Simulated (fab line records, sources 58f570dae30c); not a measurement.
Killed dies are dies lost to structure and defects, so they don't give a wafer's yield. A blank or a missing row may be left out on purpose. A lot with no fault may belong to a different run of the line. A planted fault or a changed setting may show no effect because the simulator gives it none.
What tool caused it? :: flow berkeleyCmos170 :: 42 wafers from 14 lots sampled at 4 of the route's 331 steps

## WHAT THE GAUGES READ, wafer by wafer
Not one reading of a measure or inspect step in the record can be checked against a usual standard deviation.

## TOOL THAT RAN EACH LOT (tool first, then ch and the chambers of the sampled wafers, then the start)
lot: L203
UCB170_NWELL_ETCH_13: rieDiel-03 ch 2,3, day 3 06:08
UCB170_ACTIVE_ETCH_15: rieDiel-04 ch 0,1,2, day 5 15:38
UCB170_NVT_PEB_04: lithoTrack-04 ch 0, day 7 10:47
UCB170_SPACER_ETCHBACK_03: rieDiel-02 ch 0,2,3, day 8 11:53

lot: L204
UCB170_NWELL_ETCH_13: rieDiel-02 ch 0,3, day 3 13:06
UCB170_ACTIVE_ETCH_15: rieDiel-02 ch 0,1, day 5 22:37
UCB170_NVT_PEB_04: lithoTrack-04 ch 0, day 7 11:19
UCB170_SPACER_ETCHBACK_03: rieDiel-02 ch 0,3, day 8 11:57

lot: L205
UCB170_NWELL_ETCH_13: rieDiel-03 ch 0,2,3, day 3 19:22
UCB170_ACTIVE_ETCH_15: rieDiel-03 ch 2,3, day 5 22:54
UCB170_NVT_PEB_04: lithoTrack-01 ch 0, day 7 11:03
UCB170_SPACER_ETCHBACK_03: rieDiel-03 ch 0,2, day 8 11:53

lot: L207
UCB170_NWELL_ETCH_13: rieDiel-03 ch 0,3, day 4 05:21
UCB170_ACTIVE_ETCH_15: rieDiel-03 ch 0,3, day 6 19:33
UCB170_NVT_PEB_04: lithoTrack-04 ch 0, day 8 04:22
UCB170_SPACER_ETCHBACK_03: rieDiel-02 ch 1,3, day 9 04:50

lot: L206
UCB170_NWELL_ETCH_13: rieDiel-01 ch 1,2,3, day 4 05:28
UCB170_ACTIVE_ETCH_15: rieDiel-02 ch 0,1,2, day 6 19:16
UCB170_NVT_PEB_04: lithoTrack-03 ch 0, day 8 04:38
UCB170_SPACER_ETCHBACK_03: rieDiel-03 ch 0,3, day 9 04:50

lot: L208
UCB170_NWELL_ETCH_13: rieDiel-01 ch 1,2,3, day 4 14:02
UCB170_ACTIVE_ETCH_15: rieDiel-04 ch 1,3, day 6 19:52
UCB170_NVT_PEB_04: lithoTrack-03 ch 0, day 8 03:55
UCB170_SPACER_ETCHBACK_03: rieDiel-01 ch 1,2,3, day 9 04:50

lot: L209
UCB170_NWELL_ETCH_13: rieDiel-01 ch 0,1, day 5 00:31
UCB170_ACTIVE_ETCH_15: rieDiel-02 ch 2,3, day 7 14:46
UCB170_NVT_PEB_04: lithoTrack-04 ch 0, day 8 23:55
UCB170_SPACER_ETCHBACK_03: rieDiel-02 ch 1,2,3, day 10 01:34

lot: L211
UCB170_NWELL_ETCH_13: rieDiel-02 ch 1,3, day 5 00:46
UCB170_ACTIVE_ETCH_15: rieDiel-04 ch 1,2,3, day 7 14:29
UCB170_NVT_PEB_04: lithoTrack-03, day 9 00:13
UCB170_SPACER_ETCHBACK_03: rieDiel-01 ch 2,3, day 10 01:32

lot: L212
UCB170_NWELL_ETCH_13: rieDiel-03 ch 1,2,3, day 5 00:53
UCB170_ACTIVE_ETCH_15: rieDiel-02 ch 0,1,3, day 7 15:29
UCB170_NVT_PEB_04: lithoTrack-03, day 8 23:58
UCB170_SPACER_ETCHBACK_03: rieDiel-01 ch 1,2, day 10 01:37

lot: L210
UCB170_NWELL_ETCH_13: rieDiel-01 ch 2,3, day 5 01:10
UCB170_ACTIVE_ETCH_15: rieDiel-03 ch 0,2, day 7 15:08
UCB170_NVT_PEB_04: lithoTrack-04 ch 0, day 9 00:35
UCB170_SPACER_ETCHBACK_03: rieDiel-03 ch 1,2,3, day 10 01:32

lot: L215
UCB170_NWELL_ETCH_13: rieDiel-03 ch 0,1, day 6 00:22
UCB170_ACTIVE_ETCH_15: rieDiel-04 ch 1,2,3, day 8 08:08
UCB170_NVT_PEB_04: lithoTrack-01 ch 0, day 9 15:13
UCB170_SPACER_ETCHBACK_03: rieDiel-02 ch 1,2,3, day 10 17:35

lot: L220
UCB170_NWELL_ETCH_13: rieDiel-01 ch 1,2,3, day 6 16:42
UCB170_ACTIVE_ETCH_15: rieDiel-02 ch 0,3, day 9 00:01
UCB170_NVT_PEB_04: lithoTrack-03 ch 0, day 10 08:37
UCB170_SPACER_ETCHBACK_03: rieDiel-02 ch 0,2,3, day 11 07:43

lot: L221
UCB170_NWELL_ETCH_13: rieDiel-02 ch 0,1, day 6 23:23
UCB170_ACTIVE_ETCH_15: rieDiel-03 ch 1,2, day 9 04:16
UCB170_NVT_PEB_04: lithoTrack-04 ch 0, day 10 18:30
UCB170_SPACER_ETCHBACK_03: rieDiel-01 ch 0,1, day 11 22:04

lot: L222
UCB170_NWELL_ETCH_13: rieDiel-03 ch 2,3, day 7 13:38
UCB170_ACTIVE_ETCH_15: rieDiel-03 ch 0,2,3, day 9 12:40
UCB170_NVT_PEB_04: lithoTrack-01 ch 0, day 10 22:26
UCB170_SPACER_ETCHBACK_03: rieDiel-02 ch 0,3, day 11 22:04
- UCB170_NWELL_ETCH_13: etches Si3N4 in CH3F/Ar/O2, stops on SiO2, target depth 246.4 nm, time 154 s.
- UCB170_ACTIVE_ETCH_15: etches Si3N4 in CH3F/Ar/O2, stops on SiO2, target depth 242 nm, time 151 s.
- UCB170_NVT_PEB_04
- UCB170_SPACER_ETCHBACK_03: etches SiO2 in CHF3/CF4/Ar, stops on Si, target depth 376 nm, time 100 s.

## AS READ BY THE TOOLS THEMSELVES (means over the sampled wafers that have a number; for cases with no such wafer, the mark the record gives instead)
UCB170_NWELL_ETCH_13. Usual: drypumpMotorCurrentA 5.6 A, standard deviation 0.39; oesProductAu 0.942 a.u., standard deviation 0.016; rfFwdPowerW 447.8 W, standard deviation 1.3; throttleValvePct 8.14 %, standard deviation 0.14.
lot: L203
tool: rieDiel-03
drypumpMotorCurrentA (A): 5.3
oesProductAu (a.u.): 0.948
rfFwdPowerW (W): 448.2
throttleValvePct (%): 8.27
flag: 

lot: L204
tool: rieDiel-02
drypumpMotorCurrentA (A): 5.4
oesProductAu (a.u.): 0.922
rfFwdPowerW (W): 449.6
throttleValvePct (%): 8.10
flag: 

lot: L205
tool: rieDiel-03
drypumpMotorCurrentA (A): 5.5
oesProductAu (a.u.): 0.955
rfFwdPowerW (W): 448.4
throttleValvePct (%): 8.18
flag: 

lot: L207
tool: rieDiel-03
drypumpMotorCurrentA (A): 6.0
oesProductAu (a.u.): 0.966
rfFwdPowerW (W): 448.2
throttleValvePct (%): 8.17
flag: 

lot: L206
tool: rieDiel-01
drypumpMotorCurrentA (A): 5.5
oesProductAu (a.u.): 0.942
rfFwdPowerW (W): 447.8
throttleValvePct (%): 8.11
flag: 

lot: L208
tool: rieDiel-01
drypumpMotorCurrentA (A): 5.4
oesProductAu (a.u.): 0.943
rfFwdPowerW (W): 448.0
throttleValvePct (%): 8.10
flag: 

lot: L209
tool: rieDiel-01
drypumpMotorCurrentA (A): 5.5
oesProductAu (a.u.): 0.945
rfFwdPowerW (W): 447.8
throttleValvePct (%): 8.07
flag: 

lot: L211
tool: rieDiel-02
drypumpMotorCurrentA (A): 6.0
oesProductAu (a.u.): 0.954
rfFwdPowerW (W): 449.0
throttleValvePct (%): 8.06
flag: 

lot: L212
tool: rieDiel-03
drypumpMotorCurrentA (A): 5.6
oesProductAu (a.u.): 0.954
rfFwdPowerW (W): 448.2
throttleValvePct (%): 8.25
flag: 

lot: L210
tool: rieDiel-01
drypumpMotorCurrentA (A): 5.5
oesProductAu (a.u.): 0.941
rfFwdPowerW (W): 446.4
throttleValvePct (%): 8.23
flag: 

lot: L215
tool: rieDiel-03
drypumpMotorCurrentA (A): 5.7
oesProductAu (a.u.): 0.925
rfFwdPowerW (W): 447.7
throttleValvePct (%): 8.16
flag: 

lot: L220
tool: rieDiel-01
drypumpMotorCurrentA (A): 5.4
oesProductAu (a.u.): 0.938
rfFwdPowerW (W): 446.8
throttleValvePct (%): 8.10
flag: 

lot: L221
tool: rieDiel-02
drypumpMotorCurrentA (A): 5.7
oesProductAu (a.u.): 0.941
rfFwdPowerW (W): 450.1
throttleValvePct (%): 8.05
flag: 

lot: L222
tool: rieDiel-03
drypumpMotorCurrentA (A): 5.3
oesProductAu (a.u.): 0.948
rfFwdPowerW (W): 446.9
throttleValvePct (%): 8.28
flag: 

UCB170_ACTIVE_ETCH_15. Usual: drypumpMotorCurrentA 5.7 A, standard deviation 0.42; oesProductAu 0.943 a.u., standard deviation 0.012; rfFwdPowerW 448.3 W, standard deviation 1.3; throttleValvePct 8.12 %, standard deviation 0.11.
lot: L203
tool: rieDiel-04
drypumpMotorCurrentA (A): 5.6
oesProductAu (a.u.): 0.941
rfFwdPowerW (W): 448.9
throttleValvePct (%): 8.03
flag: 

lot: L204
tool: rieDiel-02
drypumpMotorCurrentA (A): 5.4
oesProductAu (a.u.): 0.939
rfFwdPowerW (W): 449.2
throttleValvePct (%): 8.07
flag: 

lot: L205
tool: rieDiel-03
drypumpMotorCurrentA (A): 5.8
oesProductAu (a.u.): 0.946
rfFwdPowerW (W): 447.8
throttleValvePct (%): 8.26
flag: 

lot: L207
tool: rieDiel-03
drypumpMotorCurrentA (A): 6.0
oesProductAu (a.u.): 0.958
rfFwdPowerW (W): 447.1
throttleValvePct (%): 8.17
flag: 

lot: L206
tool: rieDiel-02
drypumpMotorCurrentA (A): 5.6
oesProductAu (a.u.): 0.944
rfFwdPowerW (W): 447.5
throttleValvePct (%): 8.02
flag: 

lot: L208
tool: rieDiel-04
drypumpMotorCurrentA (A): 5.9
oesProductAu (a.u.): 0.939
rfFwdPowerW (W): 448.5
throttleValvePct (%): 8.10
flag: 

lot: L209
tool: rieDiel-02
drypumpMotorCurrentA (A): 5.9
oesProductAu (a.u.): 0.924
rfFwdPowerW (W): 449.4
throttleValvePct (%): 8.02
flag: 

lot: L211
tool: rieDiel-04
drypumpMotorCurrentA (A): 5.7
oesProductAu (a.u.): 0.941
rfFwdPowerW (W): 449.4
throttleValvePct (%): 8.09
flag: 

lot: L212
tool: rieDiel-02
drypumpMotorCurrentA (A): 5.7
oesProductAu (a.u.): 0.949
rfFwdPowerW (W): 447.9
throttleValvePct (%): 8.08
flag: 

lot: L210
tool: rieDiel-03
drypumpMotorCurrentA (A): 5.1
oesProductAu (a.u.): 0.929
rfFwdPowerW (W): 448.1
throttleValvePct (%): 8.18
flag: 

lot: L215
tool: rieDiel-04
drypumpMotorCurrentA (A): 5.7
oesProductAu (a.u.): 0.956
rfFwdPowerW (W): 448.4
throttleValvePct (%): 8.09
flag: 

lot: L220
tool: rieDiel-02
drypumpMotorCurrentA (A): 5.4
oesProductAu (a.u.): 0.947
rfFwdPowerW (W): 448.0
throttleValvePct (%): 8.09
flag: 

lot: L221
tool: rieDiel-03
drypumpMotorCurrentA (A): 5.4
oesProductAu (a.u.): 0.938
rfFwdPowerW (W): 447.6
throttleValvePct (%): 8.24
flag: 

lot: L222
tool: rieDiel-03
drypumpMotorCurrentA (A): 5.5
oesProductAu (a.u.): 0.944
rfFwdPowerW (W): 449.1
throttleValvePct (%): 8.18
flag: 

UCB170_NVT_PEB_04. Usual: chillPlateTempC 23.01 C, standard deviation 0.1; exhaustPa 45.2 Pa, standard deviation 0.81.
lot: L203
tool: lithoTrack-04
chillPlateTempC (C): 23.11
exhaustPa (Pa): 44.5
flag: 

lot: L204
tool: lithoTrack-04
chillPlateTempC (C): 23.06
exhaustPa (Pa): 44.6
flag: 

lot: L205
tool: lithoTrack-01
chillPlateTempC (C): 23.00
exhaustPa (Pa): 44.9
flag: 

lot: L207
tool: lithoTrack-04
chillPlateTempC (C): 23.08
exhaustPa (Pa): 45.3
flag: 

lot: L206
tool: lithoTrack-03
chillPlateTempC (C): 22.88
exhaustPa (Pa): 45.8
flag: 

lot: L208
tool: lithoTrack-03
chillPlateTempC (C): 23.12
exhaustPa (Pa): 43.9
flag: 

lot: L209
tool: lithoTrack-04
chillPlateTempC (C): 22.88
exhaustPa (Pa): 44.4
flag: 

lot: L211
tool: lithoTrack-03
chillPlateTempC (C): -
exhaustPa (Pa): -
flag: OFF

lot: L212
tool: lithoTrack-03
chillPlateTempC (C): -
exhaustPa (Pa): -
flag: OFF

lot: L210
tool: lithoTrack-04
chillPlateTempC (C): 23.01
exhaustPa (Pa): 45.2
flag: 

lot: L215
tool: lithoTrack-01
chillPlateTempC (C): 22.91
exhaustPa (Pa): 45.7
flag: 

lot: L220
tool: lithoTrack-03
chillPlateTempC (C): 23.04
exhaustPa (Pa): 45.4
flag: 

lot: L221
tool: lithoTrack-04
chillPlateTempC (C): 22.87
exhaustPa (Pa): 45.8
flag: 

lot: L222
tool: lithoTrack-01
chillPlateTempC (C): 23.01
exhaustPa (Pa): 45.5
flag: 

UCB170_SPACER_ETCHBACK_03. Usual: drypumpMotorCurrentA 5.6 A, standard deviation 0.36; oesProductAu 0.900 a.u., standard deviation 0.016; rfFwdPowerW 497.2 W, standard deviation 1.7; throttleValvePct 6.52 %, standard deviation 0.12.
lot: L203
tool: rieDiel-02
drypumpMotorCurrentA (A): 5.7
oesProductAu (a.u.): 0.886
rfFwdPowerW (W): 498.0
throttleValvePct (%): 6.48
flag: 

lot: L204
tool: rieDiel-02
drypumpMotorCurrentA (A): 5.4
oesProductAu (a.u.): 0.890
rfFwdPowerW (W): 497.3
throttleValvePct (%): 6.50
flag: 

lot: L205
tool: rieDiel-03
drypumpMotorCurrentA (A): 5.3
oesProductAu (a.u.): 0.909
rfFwdPowerW (W): 496.1
throttleValvePct (%): 6.51
flag: 

lot: L207
tool: rieDiel-02
drypumpMotorCurrentA (A): 6.1
oesProductAu (a.u.): 0.912
rfFwdPowerW (W): 498.3
throttleValvePct (%): 6.51
flag: 

lot: L206
tool: rieDiel-03
drypumpMotorCurrentA (A): 5.8
oesProductAu (a.u.): 0.904
rfFwdPowerW (W): 497.6
throttleValvePct (%): 6.49
flag: 

lot: L208
tool: rieDiel-01
drypumpMotorCurrentA (A): 5.4
oesProductAu (a.u.): 0.908
rfFwdPowerW (W): 496.3
throttleValvePct (%): 6.51
flag: 

lot: L209
tool: rieDiel-02
drypumpMotorCurrentA (A): 6.0
oesProductAu (a.u.): 0.883
rfFwdPowerW (W): 498.1
throttleValvePct (%): 6.46
flag: 

lot: L211
tool: rieDiel-01
drypumpMotorCurrentA (A): 5.5
oesProductAu (a.u.): 0.902
rfFwdPowerW (W): 496.8
throttleValvePct (%): 6.64
flag: 

lot: L212
tool: rieDiel-01
drypumpMotorCurrentA (A): 5.4
oesProductAu (a.u.): 0.888
rfFwdPowerW (W): 496.8
throttleValvePct (%): 6.40
flag: 

lot: L210
tool: rieDiel-03
drypumpMotorCurrentA (A): 5.6
oesProductAu (a.u.): 0.908
rfFwdPowerW (W): 497.6
throttleValvePct (%): 6.64
flag: 

lot: L215
tool: rieDiel-02
drypumpMotorCurrentA (A): 5.9
oesProductAu (a.u.): 0.906
rfFwdPowerW (W): 496.9
throttleValvePct (%): 6.46
flag: 

lot: L220
tool: rieDiel-02
drypumpMotorCurrentA (A): 5.7
oesProductAu (a.u.): 0.897
rfFwdPowerW (W): 496.9
throttleValvePct (%): 6.49
flag: 

lot: L221
tool: rieDiel-01
drypumpMotorCurrentA (A): 5.6
oesProductAu (a.u.): 0.921
rfFwdPowerW (W): 496.8
throttleValvePct (%): 6.60
flag: 

lot: L222
tool: rieDiel-02
drypumpMotorCurrentA (A): 5.8
oesProductAu (a.u.): 0.897
rfFwdPowerW (W): 496.6
throttleValvePct (%): 6.52
flag: 

## THE ANSWER, worked out from the rows above alone
Rule: a lot is off if the mean of its wafers that have a number lies more than 3 standard deviations from the usual mean. A lot without any number at a reading at which 4 lots or more have one is off too. The other lots that the step has rows for count as sound. First the gauges in route order, then the tools' own readings, where a lot's mean is used as printed above. The first step at which some lot is off is used, and at that step the reading that is off furthest; a lot without a number counts as furthest.
Off: L211, L212, at UCB170_NVT_PEB_04 (chillPlateTempC). Without a number there: L211, L212.
A tool fits if, at that step or a process step before it, it ran every lot that is off, and no sound lot after the first of them. Of those tried, none fits.

## WHAT WAS PUT IN BY THE SIMULATOR
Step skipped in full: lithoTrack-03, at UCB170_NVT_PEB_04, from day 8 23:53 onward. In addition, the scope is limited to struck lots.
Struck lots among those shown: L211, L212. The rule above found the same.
